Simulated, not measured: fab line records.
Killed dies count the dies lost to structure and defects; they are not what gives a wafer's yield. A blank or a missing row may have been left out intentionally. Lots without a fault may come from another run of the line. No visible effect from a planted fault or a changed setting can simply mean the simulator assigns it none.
fab line records | flow rit-cmos
record lots=6 | wafers=18 | last-day=7
route steps=202 shown PWELL@42 WELLDRIVE@50 NWELL@51 NRETRO@53 M1@202
lots that met no fault: taken from a fault-free run of the same line
start-h: hours from the record's opening day to when the first of the lot's shown wafers began | wait-h: hours from the lot's prior step to this one | " identical to the entry in the row above | L1.1+2: a row that stands for several wafers | - no value, or no start given | * or withheld: withheld | < > ~ a bound
route shown NAME@n: NAME is a module with steps in the file, n the number in the route of the first one | usual: mean and standard deviation over wafers with no fault | same: alike in all rows | chamber/n: place in a boat | sites: readings site by site | _std_site: standard deviation of those values | _edge_site: outer sites' mean less inner sites' | radius-mm: how far each site lies from the wafer's centre | mask NAME#n: copy n | behind: tool/chamber where the wafer was last shaped | hold: what put the lot on hold/how long, in hours/how the hold closed | device: which transistor (n, p or np) failed to switch | end of line: tests run on the same wafers once the route is complete | a step given without rows: its recipe and nothing more | killed: the dies lost at the first sort to structure and to defects; this is not the yield of the wafer | map: per-die view of a wafer (x killed, . not killed, _ where there is no die)
set.NAME: the run value of the setting; set.NAME@STEP: its run value at that earlier step | model.NAME: the simulator's own value behind a step, which no gauge read
a table for each step, a row for each wafer; lots at some steps of the route
services: when a tool's chamber went out of use (start-h, in hours from the record's first day, below 0 if earlier), for how many hours, and the reason
## steps
# step RIT_PWELL_EXPOSE_03
# recipe mask-id=M3 | na=0.57 | target-cd-nm=43700 | dose-mj=250
# step RIT_PWELL_PEB_04
# recipe resist=NOVOLAK | temp-c=withheld | time-s=withheld
# step RIT_PWELL_DEVELOP_05
# recipe resist=NOVOLAK | develop-time-s=71.04 | dev-temp-c=23
# step RIT_PWELL_OVL_MEAS_06
# usual PWELL_OVL=0.6/1.2
lot.wafer | tool       | chamber | start-h | wait-h | PWELL_OVL[nm]
L698.1    | overlay-01 | -       | 41.78   | -      | 0.7
L698.4    | "          | -       | "       | "      | 1.4
L698.6    | "          | -       | "       | "      | 0.0
L702.2    | overlay-02 | -       | 60.02   | -      | 1.1
L702.3    | "          | -       | "       | "      | 0.7
L702.5    | "          | -       | "       | "      | -0.1
L706.2    | overlay-01 | -       | 80.70   | -      | 0.1
L706.5    | "          | -       | "       | "      | -1.5
L706.6    | "          | -       | "       | "      | -0.8
L707.1    | overlay-01 | -       | 89.10   | -      | 0.3
L707.3    | "          | -       | "       | "      | -0.1
L707.4    | "          | -       | "       | "      | 0.9
L711.3    | overlay-01 | -       | 103.30  | -      | 2.5
L711.5    | "          | -       | "       | "      | 3.6
L711.6    | "          | -       | "       | "      | 1.7
L714.1    | overlay-02 | -       | 124.14  | -      | 2.2
L714.5    | "          | -       | "       | "      | 0.5
L714.6    | "          | -       | "       | "      | 0.3
# step RIT_PWELL_HARDBAKE_07
# recipe resist=NOVOLAK | temp-c=140 | time-s=120
# step RIT_PWELL_IMPLANT_08
# recipe species=B | energy-kev=170 | dose-cm2=7e+13 | tilt-deg=7
# step RIT_PWELL_STRIP_09
# recipe chemistry=O2 | time-s=180 | resist=NOVOLAK | platen-temp-c=withheld | power-w=500 | pressure-mtorr=4000 | o2-flow-sccm=4000
# usual drypump-motor-current-A=6.14/0.19
lot.wafer | tool            | chamber | start-h | wait-h | drypump-motor-current-A | rf-hours-counter-h
L698.1    | plasma-asher-02 | 1       | 42.22   | 0.1    | 6.35                    | 40
L698.4    | "               | 1       | "       | "      | 6.35                    | -
L698.6    | "               | 0       | "       | "      | 6.26                    | -
L702.2    | plasma-asher-02 | 0       | 60.66   | 0.1    | 6.29                    | 42
L702.3    | "               | 0       | "       | "      | 6.33                    | -
L702.5    | "               | 0       | "       | "      | 6.33                    | -
L706.2    | plasma-asher-02 | 0       | 81.13   | 0.1    | 6.26                    | 45
L706.5    | "               | 0       | "       | "      | 6.27                    | -
L706.6    | "               | 1       | "       | "      | 6.31                    | -
L707.1    | plasma-asher-02 | 1       | 89.53   | 0.1    | 6.23                    | 46
L707.3    | "               | 1       | "       | "      | 6.28                    | -
L707.4    | "               | 0       | "       | "      | 6.27                    | -
L711.3    | plasma-asher-03 | 1       | 103.78  | 0.1    | 6.14                    | -
L711.5    | "               | 0       | "       | "      | 5.90                    | -
L711.6    | "               | 1       | "       | "      | 6.16                    | -
L714.1    | plasma-asher-03 | 0       | 124.58  | 0.1    | 5.89                    | 49
L714.5    | "               | 1       | "       | "      | 6.12                    | -
L714.6    | "               | 0       | "       | "      | 5.90                    | -
# step RIT_PWELL_TW_MEAS_10
# usual PWELL_TW=957/9
lot.wafer | tool          | chamber | start-h | wait-h | PWELL_TW
L698.1    | film-metro-04 | -       | 42.39   | 0.1    | 967
L698.4    | "             | -       | "       | "      | 971
L698.6    | "             | -       | "       | "      | 967
L702.2    | film-metro-03 | -       | 60.85   | 0.1    | 951
L702.3    | "             | -       | "       | "      | 949
L702.5    | "             | -       | "       | "      | 949
L706.2    | film-metro-01 | -       | 81.31   | 0.1    | 953
L706.5    | "             | -       | "       | "      | 955
L706.6    | "             | -       | "       | "      | 952
L707.1    | film-metro-04 | -       | 89.71   | 0.1    | 970
L707.3    | "             | -       | "       | "      | 966
L707.4    | "             | -       | "       | "      | 970
L711.3    | film-metro-01 | -       | 103.92  | 0.1    | 955
L711.5    | "             | -       | "       | "      | 956
L711.6    | "             | -       | "       | "      | 948
L714.1    | film-metro-01 | -       | 124.75  | 0.1    | 950
L714.5    | "             | -       | "       | "      | 951
L714.6    | "             | -       | "       | "      | 955
# step RIT_WELLDRIVE_ANNEAL_00
# recipe temp-c=1100 | time-s=14700 | ambient=N2
# step RIT_WELLDRIVE_RS_MEAS_01
# recipe thk-meas-gauge=four-point-probe
# usual NWELL_RS=279.3/1.2
lot.wafer | tool          | chamber | start-h | wait-h | NWELL_RS[ohm/sq]
L698.1    | film-metro-04 | -       | 47.53   | 0.0    | 280.2
L698.4    | "             | -       | "       | "      | 279.5
L698.6    | "             | -       | "       | "      | 279.6
L702.2    | film-metro-01 | -       | 66.00   | 0.0    | 280.1
L702.3    | "             | -       | "       | "      | 280.2
L702.5    | "             | -       | "       | "      | 279.8
L706.2    | film-metro-01 | -       | 87.10   | 0.0    | 281.1
L706.5    | "             | -       | "       | "      | 281.4
L706.6    | "             | -       | "       | "      | 280.8
L707.1    | film-metro-04 | -       | 94.85   | 0.0    | 279.9
L707.3    | "             | -       | "       | "      | 280.4
L707.4    | "             | -       | "       | "      | 280.1
L711.3    | film-metro-01 | -       | 109.08  | 0.0    | 280.5
L711.5    | "             | -       | "       | "      | 280.9
L711.6    | "             | -       | "       | "      | 279.7
L714.1    | film-metro-04 | -       | 129.90  | 0.0    | 280.1
L714.5    | "             | -       | "       | "      | 280.3
L714.6    | "             | -       | "       | "      | 280.1
# step RIT_WELLDRIVE_RS_MEAS_02
# recipe thk-meas-gauge=four-point-probe
# usual PWELL_RS=429.6/1.4
lot.wafer | tool          | chamber | start-h | wait-h | PWELL_RS[ohm/sq]
L698.1    | film-metro-04 | -       | 47.65   | 0.1    | 430.0
L698.4    | "             | -       | "       | "      | 429.9
L698.6    | "             | -       | "       | "      | 429.5
L702.2    | film-metro-01 | -       | 66.12   | 0.1    | 429.7
L702.3    | "             | -       | "       | "      | 430.2
L702.5    | "             | -       | "       | "      | 429.5
L706.2    | film-metro-01 | -       | 87.22   | 0.1    | 431.5
L706.5    | "             | -       | "       | "      | 431.4
L706.6    | "             | -       | "       | "      | 432.8
L707.1    | film-metro-04 | -       | 94.97   | 0.1    | 429.2
L707.3    | "             | -       | "       | "      | 429.3
L707.4    | "             | -       | "       | "      | 429.7
L711.3    | film-metro-01 | -       | 109.20  | 0.1    | 431.5
L711.5    | "             | -       | "       | "      | 430.9
L711.6    | "             | -       | "       | "      | 430.4
L714.1    | film-metro-04 | -       | 130.02  | 0.1    | 430.0
L714.5    | "             | -       | "       | "      | 430.6
L714.6    | "             | -       | "       | "      | 428.9
# step RIT_NRETRO_HMDS_00
# recipe prime-time-s=60 | prime-temp-c=140
# step RIT_NRETRO_COAT_01
# recipe resist=NOVOLAK | spin-rpm=2000 | resist-thk-nm=1300
lot.wafer | tool           | chamber | start-h | wait-h | model.NOVOLAK_of_NRETRO_COAT_01.thk-nm
L698.1    | litho-track-03 | 0       | 48.13   | 0.1    | 1305
L698.4    | "              | 0       | "       | "      | 1304
L698.6    | "              | 0       | "       | "      | 1298
L702.2    | litho-track-04 | 0       | 66.40   | 0.1    | 1300
L702.3    | "              | 0       | "       | "      | 1301
L702.5    | "              | 0       | "       | "      | 1303
L706.2    | litho-track-04 | 0       | 87.50   | 0.1    | 1425
L706.5    | "              | 0       | "       | "      | 1423
L706.6    | "              | 0       | "       | "      | 1420
L707.1    | litho-track-04 | 0       | 95.24   | 0.1    | 1430
L707.3    | "              | 0       | "       | "      | 1432
L707.4    | "              | 0       | "       | "      | 1428
L711.3    | litho-track-01 | 0       | 109.65  | 0.1    | 1296
L711.5    | "              | 0       | "       | "      | 1298
L711.6    | "              | 0       | "       | "      | 1299
L714.1    | litho-track-03 | 0       | 130.29  | 0.1    | 1299
L714.5    | "              | 0       | "       | "      | 1298
L714.6    | "              | 0       | "       | "      | 1303
# step RIT_NRETRO_SOFTBAKE_02
# recipe resist=NOVOLAK | temp-c=90 | time-s=60
# step RIT_NRETRO_EXPOSE_03
# recipe mask-id=M4 | na=0.57 | target-cd-nm=43900 | dose-mj=250
# step RIT_NRETRO_PEB_04
# recipe resist=NOVOLAK | temp-c=withheld | time-s=withheld
# step RIT_NRETRO_DEVELOP_05
# recipe resist=NOVOLAK | develop-time-s=68 | dev-temp-c=22.01
# step RIT_NRETRO_OVL_MEAS_06
# usual NRETRO_OVL=0.8/1.3
lot.wafer | tool       | chamber | start-h | wait-h | NRETRO_OVL[nm]
L698.1    | overlay-01 | -       | 48.86   | -      | 0.1
L698.4    | "          | -       | "       | "      | 0.6
L698.6    | "          | -       | "       | "      | 0.1
L702.2    | overlay-01 | -       | 67.23   | -      | 0.0
L702.3    | "          | -       | "       | "      | 0.2
L702.5    | "          | -       | "       | "      | -0.4
L706.2    | overlay-01 | -       | 88.21   | -      | 0.6
L706.5    | "          | -       | "       | "      | -0.4
L706.6    | "          | -       | "       | "      | -0.3
L707.1    | overlay-01 | -       | 96.10   | -      | 1.3
L707.3    | "          | -       | "       | "      | 1.2
L707.4    | "          | -       | "       | "      | 1.6
L711.3    | overlay-02 | -       | 110.34  | -      | -1.0
L711.5    | "          | -       | "       | "      | 1.5
L711.6    | "          | -       | "       | "      | -1.1
L714.1    | overlay-02 | -       | 131.14  | -      | 2.0
L714.5    | "          | -       | "       | "      | 2.1
L714.6    | "          | -       | "       | "      | 1.0
# step RIT_NRETRO_HARDBAKE_07
# recipe resist=NOVOLAK | temp-c=140 | time-s=120
# usual heater-power-total-W=52.02/0.066 | plate-temp-C=140.00/0.13
lot.wafer | tool           | chamber | start-h | wait-h | heater-power-total-W | plate-temp-C | model.NOVOLAK_of_NRETRO_COAT_01.thk-nm
L698.1    | litho-track-01 | 0       | 48.89   | 0.0    | 52.12                | 139.92       | 1141
L698.4    | "              | 0       | "       | "      | 52.00                | 139.94       | 1140
L698.6    | "              | 0       | "       | "      | 51.98                | 140.17       | 1135
L702.2    | litho-track-04 | 0       | 67.31   | 0.1    | 52.05                | 139.93       | 1137
L702.3    | "              | 0       | "       | "      | 52.08                | 139.97       | 1137
L702.5    | "              | 0       | "       | "      | 51.99                | 139.96       | 1139
L706.2    | litho-track-01 | 0       | 88.28   | 0.1    | 51.99                | 140.14       | 1244
L706.5    | "              | 0       | "       | "      | 52.12                | 140.04       | 1243
L706.6    | "              | 0       | "       | "      | 51.99                | 140.19       | 1241
L707.1    | litho-track-03 | 0       | 96.13   | 0.0    | 51.96                | 139.94       | 1249
L707.3    | "              | 0       | "       | "      | 52.12                | 139.93       | 1250
L707.4    | "              | 0       | "       | "      | 52.00                | 140.07       | 1247
L711.3    | litho-track-04 | 0       | 110.45  | 0.1    | 52.03                | 139.72       | 1134
L711.5    | "              | 0       | "       | "      | 51.99                | 139.88       | 1135
L711.6    | "              | 0       | "       | "      | 52.08                | 139.78       | 1136
L714.1    | litho-track-04 | 0       | 131.18  | 0.0    | 51.99                | 140.35       | 1136
L714.5    | "              | 0       | "       | "      | 52.07                | 140.24       | 1135
L714.6    | "              | 0       | "       | "      | 51.93                | 139.95       | 1139
# step RIT_NRETRO_IMPLANT_08
# recipe species=P | energy-kev=70 | dose-cm2=1e+13 | tilt-deg=7
# step RIT_M1_PROBE_99
# usual killed-at-contacts=0.1/0.25 | killed-at-front-end=6.8/2.9 | killed-dies=6.9/2.9 | killed-open=3.3/1.9 | killed-short=3.6/1.9
# same gross-dies=264 | killed_at_M0_to_M3=0 | killed_at_M4_up=0 | killed-at-back-side=0 | killed-at-other=0
lot.wafer | tool      | chamber | start-h | wait-h | killed-at-contacts | killed-at-front-end | killed-dies | killed-open | killed-short
L702.2    | prober-02 | -       | 97.28   | 0.1    | 0                  | 10                  | 10          | 4           | 6
L702.3    | prober-02 | -       | 97.33   | 0.2    | 0                  | 7                   | 7           | 2           | 5
L702.5    | prober-02 | -       | 97.43   | 0.2    | 0                  | 7                   | 7           | 3           | 4
L706.2    | prober-01 | -       | 119.39  | 0.1    | 0                  | 3                   | 3           | 1           | 2
L706.5    | prober-01 | -       | 119.54  | 0.2    | 0                  | 4                   | 4           | 1           | 3
L706.6    | prober-01 | -       | 119.59  | 0.2    | 0                  | 4                   | 4           | 2           | 2
L707.1    | prober-01 | -       | 127.08  | 0.1    | 0                  | 8                   | 8           | 5           | 3
L707.3    | prober-01 | -       | 127.18  | 0.2    | 0                  | 5                   | 5           | 1           | 4
L707.4    | prober-01 | -       | 127.23  | 0.2    | 0                  | 8                   | 8           | 3           | 5
L711.3    | prober-01 | -       | 139.53  | 0.2    | 0                  | 7                   | 7           | 3           | 4
L711.5    | prober-01 | -       | 139.63  | 0.2    | 0                  | 5                   | 5           | 2           | 3
L711.6    | prober-01 | -       | 139.68  | 0.2    | 0                  | 12                  | 12          | 4           | 8
L714.1    | prober-02 | -       | 160.22  | 0.1    | 1                  | 8                   | 9           | 5           | 4
L714.5    | prober-02 | -       | 160.42  | 0.2    | 0                  | 9                   | 9           | 4           | 5
L714.6    | prober-02 | -       | 160.47  | 0.2    | 0                  | 6                   | 6           | 3           | 3
# killed by level:class
L702.2 GATE:geometric-particle:short=5 GATE:geometric-particle:open=3 REOX:geometric-particle:open=1 SILICIDE:geometric-particle:short=1
L702.3 GATE:geometric-particle:short=2 FOX1:geometric-particle:short=1 FOX2:geometric-particle:open=1 GATE:geometric-particle:open=1 REOX:geometric-particle:short=1 SILICIDE:geometric-particle:short=1
L702.5 GATE:geometric-particle:short=3 FOX1:geometric-particle:short=1 GATE:geometric-particle:open=1 REOX:geometric-particle:open=1 SILICIDE:geometric-particle:open=1
L706.2 FOX2:geometric-particle:short=1 GATE:geometric-particle:short=1 SPACER:geometric-particle:open=1
L706.5 GATE:geometric-particle:short=2 FOX1:geometric-particle:open=1 REOX:geometric-particle:short=1
L706.6 GATE:geometric-particle:open=1 GATE:geometric-particle:short=1 SPACER:geometric-particle:short=1 SILICIDE:geometric-particle:open=1
L707.1 GATE:geometric-particle:open=3 FOX1:geometric-particle:open=1 GATE:geometric-particle:short=1 REOX:geometric-particle:open=1 REOX:geometric-particle:short=1 SILICIDE:geometric-particle:short=1
L707.3 SILICIDE:geometric-particle:short=2 FOX1:geometric-particle:short=1 GATE:geometric-particle:short=1 SILICIDE:geometric-particle:open=1
L707.4 FOX1:geometric-particle:short=2 GATE:geometric-particle:open=2 GATE:geometric-particle:short=2 SPACER:geometric-particle:short=1 SILICIDE:geometric-particle:open=1
L711.3 FOX1:geometric-particle:short=2 GATE:geometric-particle:open=2 FOX2:geometric-particle:short=1 REOX:geometric-particle:short=1 REOX:geometric-particle:open=1
L711.5 SILICIDE:geometric-particle:short=2 FOX1:geometric-particle:open=1 REOX:geometric-particle:short=1 SILICIDE:geometric-particle:open=1
L711.6 REOX:geometric-particle:short=4 FOX1:geometric-particle:open=3 SILICIDE:geometric-particle:short=2 FOX1:geometric-particle:short=1 GATE:geometric-particle:short=1 REOX:geometric-particle:open=1
L714.1 FOX1:geometric-particle:open=4 GATE:geometric-particle:open=1 GATE:geometric-particle:short=1 SPACER:geometric-particle:short=1 SILICIDE:geometric-particle:short=1 CONTACT:geometric-particle:short=1
L714.5 GATE:geometric-particle:short=4 FOX1:geometric-particle:open=3 GATE:geometric-particle:open=1 SPACER:geometric-particle:short=1
L714.6 ACTIVE:geometric-particle:short=1 FOX1:geometric-particle:open=1 GATE:geometric-particle:short=1 GATE:geometric-particle:open=1 SPACER:geometric-particle:open=1 SILICIDE:geometric-particle:short=1
## services
tool            | chamber | start-h | hours | kind
plasma-asher-02 | -       | 108.75  | 9.0   | pm
plasma-asher-02 | 0       | 108.75  | 9.0   | vent-cycle
plasma-asher-02 | 1       | 108.75  | 9.0   | vent-cycle
plasma-asher-02 | 0       | 117.75  | -     | clean
plasma-asher-02 | 1       | 117.75  | -     | clean
plasma-asher-03 | -       | 128.34  | 14.6  | pm
## key
first-sign none at tools or gauges
model-effect step=RIT_NRETRO_COAT_01 | value=NOVOLAK_of_NRETRO_COAT_01.thk-nm | without=1301 | struck=1426
model-effect step=RIT_NRETRO_HARDBAKE_07 | value=NOVOLAK_of_NRETRO_COAT_01.thk-nm | without=1137 | struck=1246
met-at RIT_NRETRO_COAT_01
struck-wafers L706.2,L706.5,L706.6,L707.1,L707.3,L707.4
tester-left-out L706,L707
onset-between 66.40 87.50
also-fits RIT_PWELL_STRIP_09:plasma-asher-02
fault kind=process-parameter-drift | tool=litho-track-04 | chamber=- | onset-h=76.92 | steps=RIT_NRETRO_COAT_01 | channel=resist-thk-nm | offset=125.8 | shape=step | end-h=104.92 | acts-in=these-recipes-only | stated=1300
# tester-left-out: of these lots the tester's yield and bins aren't shown, on N5 and GAA mostly nor the transistor test; their killed dies are dies lost to structure and defects alone, not to doping, threshold or leakage, so they don't give the yield
